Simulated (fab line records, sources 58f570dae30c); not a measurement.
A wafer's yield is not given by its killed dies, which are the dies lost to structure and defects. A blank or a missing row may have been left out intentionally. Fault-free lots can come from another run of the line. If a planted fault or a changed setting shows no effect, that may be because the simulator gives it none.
Shared-tool check	flow berkeley-cmos170	15 lots, 45 wafers sampled

## WHY IT WAS OPENED
UCB170_PLDD_OVL_MEAS_07, reading PLDD_OVL: flagged on 3 of 15 lots. Wafers without a fault read 0 nm, standard deviation 5.1.
Rule: a lot gets a flag if all its wafers with a number sit over 4 standard deviations from that mean, or if no wafer of it has a number. All remaining lots are regarded as sound.

lot	measured	on	PLDD_OVL (nm), wafer by wafer	flag
L823	day 7 05:19	overlay-01	-4 2 -1	
L822	day 7 05:26	overlay-01	2 3 -1	
L824	day 7 17:07	overlay-01	-2 -3 -3	
L825	day 8 06:19	overlay-02	3 -6 -8	
L827	day 8 06:35	overlay-01	8 4 -1	
L826	day 8 06:58	overlay-02	3 4 -1	
L828	day 8 20:35	overlay-01	1 0 -1	
L830	day 9 04:48	overlay-01	-2 -1 3	
L833	day 10 02:00	overlay-02	1 4 5	
L837	day 10 07:58	overlay-01	11 2 10	
L840	day 11 10:34	overlay-01	92 97 92	FLAGGED
L842	day 11 15:33	overlay-02	103 112 102	FLAGGED
L843	day 11 15:44	overlay-02	107 103 103	FLAGGED
L845	day 12 00:28	overlay-02	1 6 8	
L844	day 12 00:39	overlay-01	3 -2 -2	
On average the flagged lots' numbers are 101 nm, which is +101 nm against the usual, or +20 standard deviations.

## WHICH TOOL RAN EACH LOT
The record holds 1 process step before the reading, out of a route of 331 steps. Read each cell as the tool, then ch plus the chambers that the sampled wafers visited, then the start.
lot	flag	UCB170_PLDD_EXPOSE_03
L823		krf-scanner-01 ch 0, day 7 04:28
L822		krf-scanner-01 ch 0, day 7 04:34
L824		krf-scanner-02 ch 0, day 7 15:52
L825		krf-scanner-01 ch 0, day 8 05:19
L827		krf-scanner-01 ch 0, day 8 05:40
L826		krf-scanner-01 ch 0, day 8 06:08
L828		krf-scanner-02 ch 0, day 8 20:02
L830		krf-scanner-02 ch 0, day 9 03:50
L833		krf-scanner-01 ch 0, day 10 01:22
L837		krf-scanner-02 ch 0, day 10 06:50
L840	FLAGGED	krf-scanner-01 ch 0, day 11 09:53
L842	FLAGGED	krf-scanner-01 ch 0, day 11 14:56
L843	FLAGGED	krf-scanner-01 ch 0, day 11 15:16
L845		krf-scanner-02 ch 0, day 11 23:44
L844		krf-scanner-02 ch 0, day 12 00:04
What the steps here do:
- UCB170_PLDD_EXPOSE_03: exposes mask PSELECT, target cd 1200 nm.
- UCB170_PLDD_OVL_MEAS_07

## FLAGGED AGAINST TOTAL, ONE TOOL AT A TIME (gauges that did the reading follow at the end)
step	tool	lots run	flagged	share of the flagged lots	sound lots run after its first flagged lot
UCB170_PLDD_EXPOSE_03	krf-scanner-01	9	3	all	0
UCB170_PLDD_EXPOSE_03	krf-scanner-02	6	0	none	-
UCB170_PLDD_OVL_MEAS_07	overlay-01	9	1	some	1 (L844)
UCB170_PLDD_OVL_MEAS_07	overlay-02	6	2	some	1 (L845)

## THE TABLE: WHAT IT ALLOWS
1 row of the table ran every flagged lot: krf-scanner-01 at UCB170_PLDD_EXPOSE_03.
- krf-scanner-01 at UCB170_PLDD_EXPOSE_03 ran 9 lots, 3 of them flagged. It ran its last sound lot, L833, at day 10 01:22 and its first flagged lot, L840, at day 11 09:53: a fault with its onset between the two fits.
What remains is a single tool, krf-scanner-01 at UCB170_PLDD_EXPOSE_03.

## WHAT THE SIMULATOR PUT IN
Scanner matching overlay: krf-scanner-01, from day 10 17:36 on, at UCB170_PLDD_EXPOSE_03. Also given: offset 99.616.
Shown lots that were struck: L840, L842, L843. The rule above found the same.
